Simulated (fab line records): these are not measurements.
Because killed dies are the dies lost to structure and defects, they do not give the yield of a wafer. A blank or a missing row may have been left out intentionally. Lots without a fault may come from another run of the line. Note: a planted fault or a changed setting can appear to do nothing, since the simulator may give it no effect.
fab line records + flow ritCmos
record:
- lots: 6
- wafers: 18
- lastDay: 7
route steps=202 shown ACTIVE@1 M1@202
lots that met no fault: from a run of the same line without faults
startH: hours from the record's first day to the start of the lot's first wafer shown + waitH: hours elapsed since this lot's preceding step + " the same as in the row above + L1.1+2: a row that stands for several wafers + - either no value or no given start + * or withheld: withheld + < > ~ a bound
route shown NAME@n: names a module that has steps shown in the file, with the first one's number in the route + usual: mean/standard deviation of fault-free wafers + same: alike in all rows + chamber/n: place in a boat + sites: each site's reading + _std_site: the standard deviation of these + _edge_site: mean of outer sites minus mean of inner sites + radiusMm: how far each site lies from the wafer's centre + mask NAME#n: copy n + behind: the most recent tool/chamber to have shaped the wafer + hold: reason for holding the lot/hours on hold/outcome of the hold + device: the transistor (n, p or np) that didn't switch + end of line: the route-end tests of the same wafers + for a step that has no rows: nothing shown but its recipe + killed: not the wafer's yield, but the dies lost to structure and defects at the first sort + map: shows each die of a wafer: x if killed, . if not, _ if none is there
set.NAME: the run value of the setting; set.NAME@STEP: its run value at that earlier step + model.NAME: the simulator's own value behind a step, which no gauge read
a table for each step, a row for each wafer; lots at some steps of the route
services: the hour from which a tool's chamber was out of use, counted from the record's first day as startH (under 0 if before that day), plus the number of hours and why
== steps ==
step: RIT_ACTIVE_BOW_MEAS_00
recipe:
- mode: bow
usual:
- INCOMING_BOW: 0/7.2
| lot.wafer | tool         | chamber | startH | waitH | INCOMING_BOW[um] |
|-----------|--------------|---------|--------|-------|------------------|
| L349.1    | filmMetro-01 | -       | 20.00  | -     | -4               |
| L349.3    | "            | -       | "      | "     | 0                |
| L349.5    | "            | -       | "      | "     | -6               |
| L354.1    | filmMetro-01 | -       | 45.00  | -     | 1                |
| L354.4    | "            | -       | "      | "     | -5               |
| L354.6    | "            | -       | "      | "     | -2               |
| L364.1    | filmMetro-02 | -       | 95.00  | -     | -4               |
| L364.2    | "            | -       | "      | "     | -2               |
| L364.4    | "            | -       | "      | "     | -3               |
| L365.3    | filmMetro-01 | -       | 100.04 | -     | 0                |
| L365.4    | "            | -       | "      | "     | -1               |
| L365.6    | "            | -       | "      | "     | 4                |
| L367.1    | filmMetro-03 | -       | 110.00 | -     | 7                |
| L367.4    | "            | -       | "      | "     | -11              |
| L367.6    | "            | -       | "      | "     | 12               |
| L370.3    | filmMetro-02 | -       | 125.04 | -     | 0                |
| L370.5    | "            | -       | "      | "     | -8               |
| L370.6    | "            | -       | "      | "     | -6               |
step: RIT_ACTIVE_OXIDATION_01
recipe:
- tempC: 1000
- ambient: O2
- targetThkA: 468
- oxTimeS: 3360
step: RIT_ACTIVE_THK_MEAS_02
recipe:
- reads: SiO2_of_ACTIVE_OXIDATION_01
usual:
- ACTIVE_OXIDE_THK: 46.5/0.72
| lot.wafer | tool         | chamber | startH | waitH | ACTIVE_OXIDE_THK[nm] |
|-----------|--------------|---------|--------|-------|----------------------|
| L349.1    | filmMetro-02 | -       | 22.26  | 0.0   | 47.3                 |
| L349.3    | "            | -       | "      | "     | 46.6                 |
| L349.5    | "            | -       | "      | "     | 46.6                 |
| L354.1    | filmMetro-01 | -       | 48.91  | 0.0   | 46.8                 |
| L354.4    | "            | -       | "      | "     | 47.0                 |
| L354.6    | "            | -       | "      | "     | 46.8                 |
| L364.1    | filmMetro-01 | -       | 98.58  | 0.0   | 47.4                 |
| L364.2    | "            | -       | "      | "     | 48.5                 |
| L364.4    | "            | -       | "      | "     | 48.6                 |
| L365.3    | filmMetro-03 | -       | 102.09 | 0.0   | 47.6                 |
| L365.4    | "            | -       | "      | "     | 48.0                 |
| L365.6    | "            | -       | "      | "     | 48.4                 |
| L367.1    | filmMetro-01 | -       | 112.05 | 0.0   | 46.3                 |
| L367.4    | "            | -       | "      | "     | 45.4                 |
| L367.6    | "            | -       | "      | "     | 45.4                 |
| L370.3    | filmMetro-02 | -       | 127.07 | 0.0   | 46.8                 |
| L370.5    | "            | -       | "      | "     | 46.3                 |
| L370.6    | "            | -       | "      | "     | 46.4                 |
step: RIT_ACTIVE_CVD_03
recipe:
- material: Si3N4
- targetThkNm: 150
- tempC: 810
- precursor: SiH2Cl2/NH3
- timeS: 1500
- pressureMtorr: 300
- sih2cl2FlowSccm: 60
- nh3FlowSccm: 150
usual:
- nh3FlowSccm: 150.0/0.46
- pressureMtorr: 300.1/0.65
| lot.wafer | tool     | chamber | startH | waitH | nh3FlowSccm | pressureMtorr |
|-----------|----------|---------|--------|-------|-------------|---------------|
| L349.1    | lpcvd-01 | 0       | 22.32  | 0.1   | 150.6       | 300.5         |
| L349.3    | "        | 0       | "      | "     | 150.2       | 299.3         |
| L349.5    | "        | 0       | "      | "     | 149.8       | 300.4         |
| L354.1    | lpcvd-01 | 1       | 48.97  | 0.1   | 149.2       | 300.5         |
| L354.4    | "        | 1       | "      | "     | 149.8       | 300.1         |
| L354.6    | "        | 1       | "      | "     | 150.0       | 299.8         |
| L364.1    | lpcvd-01 | 0       | 98.64  | 0.1   | -           | -             |
| L364.2    | "        | 0       | "      | "     | -           | -             |
| L364.4    | "        | 0       | "      | "     | -           | -             |
| L365.3    | lpcvd-02 | 0       | 103.43 | 1.3   | -           | -             |
| L365.4    | "        | 0       | "      | "     | -           | -             |
| L365.6    | "        | 0       | "      | "     | -           | -             |
| L367.1    | lpcvd-02 | 0       | 112.81 | 0.7   | 149.7       | 300.0         |
| L367.4    | "        | 0       | "      | "     | 150.1       | 300.4         |
| L367.6    | "        | 0       | "      | "     | 149.7       | 299.3         |
| L370.3    | lpcvd-02 | 1       | 127.11 | 0.0   | 149.4       | 301.0         |
| L370.5    | "        | 1       | "      | "     | 149.0       | 300.0         |
| L370.6    | "        | 1       | "      | "     | 149.2       | 299.4         |
step: RIT_ACTIVE_HMDS_05
recipe:
- primeTimeS: 60
- primeTempC: 140
step: RIT_ACTIVE_COAT_06
recipe:
- resist: NOVOLAK
- spinRpm: 3250
- resistThkNm: 1000
step: RIT_ACTIVE_SOFTBAKE_07
recipe:
- resist: NOVOLAK
- tempC: 90
- timeS: 60
step: RIT_ACTIVE_EXPOSE_08
recipe:
- maskId: M1
- na: 0.6
- sourceShape: conventional
- sigmaOuter: 0.6
- targetCdNm: 1400
- doseMj: 225
step: RIT_ACTIVE_PEB_09
recipe:
- resist: NOVOLAK
- tempC: withheld
- timeS: withheld
step: RIT_ACTIVE_DEVELOP_10
recipe:
- resist: NOVOLAK
- developTimeS: 50
- devTempC: 23
step: RIT_ACTIVE_CD_MEAS_11
recipe:
- targetCdNm: 1400
usual:
- cdNm: 1400.1/2.6
| lot.wafer | tool     | chamber | startH | waitH | cdNm   |
|-----------|----------|---------|--------|-------|--------|
| L349.1    | cdSem-01 | -       | 24.64  | -     | 1404.2 |
| L349.3    | "        | -       | "      | "     | 1403.4 |
| L349.5    | "        | -       | "      | "     | 1402.7 |
| L354.1    | cdSem-02 | -       | 51.43  | -     | 1400.9 |
| L354.4    | "        | -       | "      | "     | 1400.9 |
| L354.6    | "        | -       | "      | "     | 1400.7 |
| L364.1    | cdSem-02 | -       | 101.71 | -     | 1398.9 |
| L364.2    | "        | -       | "      | "     | 1402.0 |
| L364.4    | "        | -       | "      | "     | 1401.2 |
| L365.3    | cdSem-02 | -       | 105.93 | -     | 1397.0 |
| L365.4    | "        | -       | "      | "     | 1396.4 |
| L365.6    | "        | -       | "      | "     | 1397.6 |
| L367.1    | cdSem-02 | -       | 115.29 | -     | 1399.0 |
| L367.4    | "        | -       | "      | "     | 1397.6 |
| L367.6    | "        | -       | "      | "     | 1397.9 |
| L370.3    | cdSem-02 | -       | 129.48 | -     | 1402.7 |
| L370.5    | "        | -       | "      | "     | 1401.4 |
| L370.6    | "        | -       | "      | "     | 1402.0 |
step: RIT_ACTIVE_HARDBAKE_12
recipe:
- resist: NOVOLAK
- tempC: 140
- timeS: 60
step: RIT_ACTIVE_ETCH_13
recipe:
- stopOn: SiO2
- chemistry: SF6
- target: Si3N4
- timeS: 210
- overEtchFrac: 0.4
- SF6_flow_sccm: 200
- pressureMtorr: 260
- rfW: 125
- targetDepthA: 2100
usual:
- drypumpMotorCurrentA: 5.9/0.41
- oesProductAu: 0.818/0.012
- throttleValvePct: 7.50/0.13
| lot.wafer | tool       | chamber | startH | waitH | drypumpMotorCurrentA | oesProductAu | rfHoursCounterH | throttleValvePct |
|-----------|------------|---------|--------|-------|----------------------|--------------|-----------------|------------------|
| L349.1    | rieDiel-04 | 1       | 24.91  | 0.1   | 5.9                  | 0.820        | 38              | 7.43             |
| L349.3    | "          | 0       | "      | "     | 5.5                  | 0.819        | 151             | 7.61             |
| L349.5    | "          | 1       | "      | "     | 5.9                  | 0.818        | -               | 7.45             |
| L354.1    | rieDiel-04 | 2       | 51.70  | 0.1   | 5.6                  | 0.802        | 143             | 7.52             |
| L354.4    | "          | 0       | "      | "     | 5.5                  | 0.819        | 151             | 7.62             |
| L354.6    | "          | 1       | "      | "     | 5.9                  | 0.818        | -               | 7.45             |
| L364.1    | rieDiel-01 | 0       | 101.98 | 0.1   | 6.3                  | 0.821        | 92              | 7.26             |
| L364.2    | "          | 1       | "      | "     | 5.7                  | 0.819        | 5               | 7.36             |
| L364.4    | "          | 2       | "      | "     | 5.6                  | 0.802        | 32              | 7.71             |
| L365.3    | rieDiel-04 | 1       | 106.16 | 0.1   | 5.9                  | 0.823        | 40              | 7.44             |
| L365.4    | "          | 3       | "      | "     | 6.5                  | 0.834        | 133             | 7.51             |
| L365.6    | "          | 3       | "      | "     | 6.4                  | 0.832        | -               | 7.53             |
| L367.1    | rieDiel-02 | 0       | 115.56 | 0.1   | 5.8                  | 0.816        | 76              | 7.68             |
| L367.4    | "          | 2       | "      | "     | 6.7                  | 0.810        | -               | 7.39             |
| L367.6    | "          | 3       | "      | "     | 5.1                  | 0.846        | -               | 7.43             |
| L370.3    | rieDiel-01 | 0       | 129.71 | 0.1   | 6.3                  | 0.821        | 93              | 7.24             |
| L370.5    | "          | 0       | "      | "     | 6.3                  | 0.821        | -               | 7.27             |
| L370.6    | "          | 1       | "      | "     | 5.7                  | 0.817        | -               | 7.37             |
step: RIT_ACTIVE_STRIP_14
recipe:
- chemistry: O2
- timeS: 180
- resist: NOVOLAK
- platenTempC: withheld
- powerW: 500
- pressureMtorr: 4000
- o2FlowSccm: 4000
usual:
- drypumpMotorCurrentA: 5.9/0.31
| lot.wafer | tool           | chamber | startH | waitH | drypumpMotorCurrentA | rfHoursCounterH |
|-----------|----------------|---------|--------|-------|----------------------|-----------------|
| L349.1    | plasmaAsher-04 | 0       | 25.05  | 0.1   | 6.3                  | 23              |
| L349.3    | "              | 1       | "      | "     | 5.6                  | -               |
| L349.5    | "              | 1       | "      | "     | 5.6                  | -               |
| L354.1    | plasmaAsher-03 | 0       | 51.83  | 0.1   | 5.9                  | 44              |
| L354.4    | "              | 1       | "      | "     | 6.3                  | -               |
| L354.6    | "              | 1       | "      | "     | 6.3                  | -               |
| L364.1    | plasmaAsher-01 | 1       | 102.11 | 0.1   | 6.1                  | 42              |
| L364.2    | "              | 0       | "      | "     | 5.6                  | 42              |
| L364.4    | "              | 1       | "      | "     | 6.1                  | -               |
| L365.3    | plasmaAsher-04 | 0       | 106.35 | 0.1   | 6.3                  | -               |
| L365.4    | "              | 1       | "      | "     | 5.6                  | -               |
| L365.6    | "              | 0       | "      | "     | 6.3                  | -               |
| L367.1    | plasmaAsher-04 | 0       | 115.69 | 0.1   | 6.3                  | 32              |
| L367.4    | "              | 0       | "      | "     | 6.3                  | -               |
| L367.6    | "              | 0       | "      | "     | 6.3                  | -               |
| L370.3    | plasmaAsher-01 | 1       | 129.90 | 0.1   | 6.1                  | -               |
| L370.5    | "              | 1       | "      | "     | 6.1                  | -               |
| L370.6    | "              | 0       | "      | "     | 5.6                  | -               |
step: RIT_ACTIVE_CD_MEAS_90
recipe:
- targetCdNm: 1400
usual:
- cdNm: 1400.2/2.6
| lot.wafer | tool     | chamber | startH | waitH | cdNm   |
|-----------|----------|---------|--------|-------|--------|
| L349.1    | cdSem-02 | -       | 25.22  | 0.1   | 1404.0 |
| L349.3    | "        | -       | "      | "     | 1403.2 |
| L349.5    | "        | -       | "      | "     | 1402.7 |
| L354.1    | cdSem-02 | -       | 52.00  | 0.1   | 1401.1 |
| L354.4    | "        | -       | "      | "     | 1401.1 |
| L354.6    | "        | -       | "      | "     | 1400.7 |
| L364.1    | cdSem-01 | -       | 102.28 | 0.1   | -      |
| L364.2    | "        | -       | "      | "     | -      |
| L364.4    | "        | -       | "      | "     | -      |
| L365.3    | cdSem-01 | -       | 106.50 | 0.1   | -      |
| L365.4    | "        | -       | "      | "     | -      |
| L365.6    | "        | -       | "      | "     | -      |
| L367.1    | cdSem-01 | -       | 115.87 | 0.1   | 1398.7 |
| L367.4    | "        | -       | "      | "     | 1397.6 |
| L367.6    | "        | -       | "      | "     | 1398.0 |
| L370.3    | cdSem-01 | -       | 130.06 | 0.1   | 1403.5 |
| L370.5    | "        | -       | "      | "     | 1401.4 |
| L370.6    | "        | -       | "      | "     | 1401.7 |
step: RIT_ACTIVE_CLEAN_15
recipe:
- chemistry: SC1
- mix: 3:3:50
- timeS: 600
- tempC: 75
step: RIT_M1_PROBE_99
usual:
- killedAtContacts: 0.1/0.31
- killedAtFrontEnd: 7/3
- killedDies: 7/3
- killedOnRim: 1.8/1.2
- killedOpen: 3.2/1.9
- killedShort: 3.6/2.2
same:
- grossDies: 264
- killed_at_M0_to_M3: 0
- killed_at_M4_up: 0
- killedAtBackSide: 0
- killedAtOther: 0
| lot.wafer | tool      | chamber | startH | waitH | killedAtContacts | killedAtFrontEnd | killedDies | killedOnRim | killedOpen | killedShort |
|-----------|-----------|---------|--------|-------|------------------|------------------|------------|-------------|------------|-------------|
| L354.1    | prober-01 | -       | 100.94 | 0.1   | 0                | 5                | 5          | 2           | 2          | 3           |
| L354.4    | prober-01 | -       | 101.09 | 0.2   | 2                | 4                | 6          | 3           | 4          | 2           |
| L354.6    | prober-01 | -       | 101.19 | 0.2   | 0                | 9                | 9          | 5           | 3          | 6           |
| L364.1    | prober-01 | -       | 147.92 | 0.1   | 0                | 264              | 264        | 70          | 1          | 1           |
| L364.2    | prober-01 | -       | 147.97 | 0.1   | 1                | 263              | 264        | 70          | 3          | 0           |
| L364.4    | prober-01 | -       | 148.07 | 0.2   | 0                | 264              | 264        | 70          | 2          | 2           |
| L365.3    | prober-02 | -       | 154.36 | 0.2   | 0                | 264              | 264        | 70          | 1          | 0           |
| L365.4    | prober-02 | -       | 154.41 | 0.2   | 0                | 264              | 264        | 70          | 0          | 2           |
| L365.6    | prober-02 | -       | 154.51 | 0.2   | 0                | 264              | 264        | 70          | 1          | 0           |
| L367.1    | prober-02 | -       | 164.41 | 0.1   | 0                | 2                | 2          | 2           | 1          | 1           |
| L367.4    | prober-02 | -       | 164.56 | 0.2   | 0                | 3                | 3          | 0           | 2          | 1           |
| L367.6    | prober-02 | -       | 164.66 | 0.2   | 0                | 8                | 8          | 1           | 7          | 1           |
killed by level:class
L354.1 FOX1:geometricParticle:short=1 GATE:geometricParticle:open=1 REOX:geometricParticle:short=1 REOX:geometricParticle:open=1 SPACER:geometricParticle:short=1
L354.4 FOX1:geometricParticle:open=2 CONTACT:geometricParticle:open=2 GATE:geometricParticle:short=1 REOX:geometricParticle:short=1
L354.6 GATE:geometricParticle:short=2 REOX:geometricParticle:short=2 ACTIVE:geometricParticle:short=1 FOX1:geometricParticle:short=1 FOX2:geometricParticle:open=1 REOX:geometricParticle:open=1 SILICIDE:geometricParticle:open=1
L364.1 ACTIVE:lostPattern=258 ACTIVE:areaCvd=4 FOX1:geometricParticle:open=1 GATE:geometricParticle:short=1
L364.2 ACTIVE:lostPattern=260 FOX1:geometricParticle:open=1 GATE:geometricParticle:open=1 CONTACT:geometricParticle:open=1 ACTIVE:areaCvd=1
L364.4 ACTIVE:lostPattern=259 FOX1:geometricParticle:open=1 GATE:geometricParticle:short=1 REOX:geometricParticle:short=1 SILICIDE:geometricParticle:open=1 ACTIVE:areaCvd=1
L365.3 ACTIVE:lostPattern=262 REOX:geometricParticle:open=1 ACTIVE:areaCvd=1
L365.4 ACTIVE:lostPattern=261 GATE:geometricParticle:short=1 SPACER:geometricParticle:short=1 ACTIVE:areaCvd=1
L365.6 ACTIVE:lostPattern=262 REOX:geometricParticle:open=1 ACTIVE:areaCvd=1
L367.1 GATE:geometricParticle:short=1 REOX:geometricParticle:open=1
L367.4 GATE:geometricParticle:short=1 GATE:geometricParticle:open=1 SPACER:geometricParticle:open=1
L367.6 SILICIDE:geometricParticle:open=3 GATE:geometricParticle:open=2 FOX1:geometricParticle:open=1 FOX1:geometricParticle:short=1 REOX:geometricParticle:open=1
map L364.1 (x killed, . not)
________xxxxxxx_______
_____xxxxxxxxxxxxx____
____xxxxxxxxxxxxxxx___
___xxxxxxxxxxxxxxxxx__
__xxxxxxxxxxxxxxxxxxx_
__xxxxxxxxxxxxxxxxxxx_
_xxxxxxxxxxxxxxxxxxxxx
_xxxxxxxxxxxxxxxxxxxxx
_xxxxxxxxxxxxxxxxxxxxx
_xxxxxxxxxxxxxxxxxxxxx
__xxxxxxxxxxxxxxxxxxx_
__xxxxxxxxxxxxxxxxxxx_
___xxxxxxxxxxxxxxxxx__
____xxxxxxxxxxxxxxx___
_____xxxxxxxxxxxxx____
________xxxxxxx_______
map L365.3 (x killed, . not)
________xxxxxxx_______
_____xxxxxxxxxxxxx____
____xxxxxxxxxxxxxxx___
___xxxxxxxxxxxxxxxxx__
__xxxxxxxxxxxxxxxxxxx_
__xxxxxxxxxxxxxxxxxxx_
_xxxxxxxxxxxxxxxxxxxxx
_xxxxxxxxxxxxxxxxxxxxx
_xxxxxxxxxxxxxxxxxxxxx
_xxxxxxxxxxxxxxxxxxxxx
__xxxxxxxxxxxxxxxxxxx_
__xxxxxxxxxxxxxxxxxxx_
___xxxxxxxxxxxxxxxxx__
____xxxxxxxxxxxxxxx___
_____xxxxxxxxxxxxx____
________xxxxxxx_______
== services ==
| tool           | chamber | startH | hours | kind      |
|----------------|---------|--------|-------|-----------|
| rieDiel-01     | -       | 0.02   | 2.8   | pm        |
| rieDiel-01     | -       | 24.03  | 0.5   | repair    |
| rieDiel-01     | 3       | 24.16  | 2.7   | repair    |
| rieDiel-04     | 3       | 43.88  | 1.8   | repair    |
| rieDiel-02     | 1       | 50.83  | 7.6   | repair    |
| rieDiel-01     | 2       | 54.92  | 3.1   | repair    |
| plasmaAsher-04 | -       | 84.26  | 1.3   | repair    |
| plasmaAsher-04 | -       | 103.48 | 2.8   | pm        |
| rieDiel-02     | 3       | 105.16 | 7.2   | repair    |
| plasmaAsher-01 | -       | 108.75 | 9.0   | pm        |
| plasmaAsher-01 | 0       | 108.75 | 9.0   | ventCycle |
| plasmaAsher-01 | 1       | 108.75 | 9.0   | ventCycle |
| rieDiel-02     | 1       | 109.64 | 7.4   | repair    |
| plasmaAsher-01 | 0       | 117.75 | -     | clean     |
| plasmaAsher-01 | 1       | 117.75 | -     | clean     |
| lpcvd-02       | -       | 118.38 | 2.8   | pm        |
== key ==
firstSign:
- step: RIT_ACTIVE_CVD_03
- reading: toolRecord
- direction: missing
effect:
- step: RIT_ACTIVE_CD_MEAS_90
- reading: cdNm
- direction: missing
effect:
- step: RIT_M1_PROBE_99
- reading: killedAtFrontEnd
- direction: up
- sigmas: 85
- usual: 7
- struck: 264
metAt RIT_ACTIVE_CVD_03
struckWafers L364.1,L364.2,L364.4,L365.3,L365.4,L365.6
laterRowsLeftOut L364.1,L364.2,L364.4,L365.3,L365.4,L365.6
testerLeftOut L364,L365
onsetBetween 48.97 98.64
fault:
- kind: skippedStepWhole
- tool: lpcvd-01,lpcvd-02
- chamber: -
- onsetH: 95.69
- steps: RIT_ACTIVE_CVD_03
- scope: struckLotsOnly
testerLeftOut: of these lots the tester's yield and bins aren't shown, on N5 and GAA mostly nor the transistor test; their killed dies are dies lost to structure and defects alone, not to doping, threshold or leakage, so they don't give the yield
laterRowsLeftOut: the simulator's readings of these wafers behind a module that went badly wrong aren't trusted and aren't shown, but for the sort
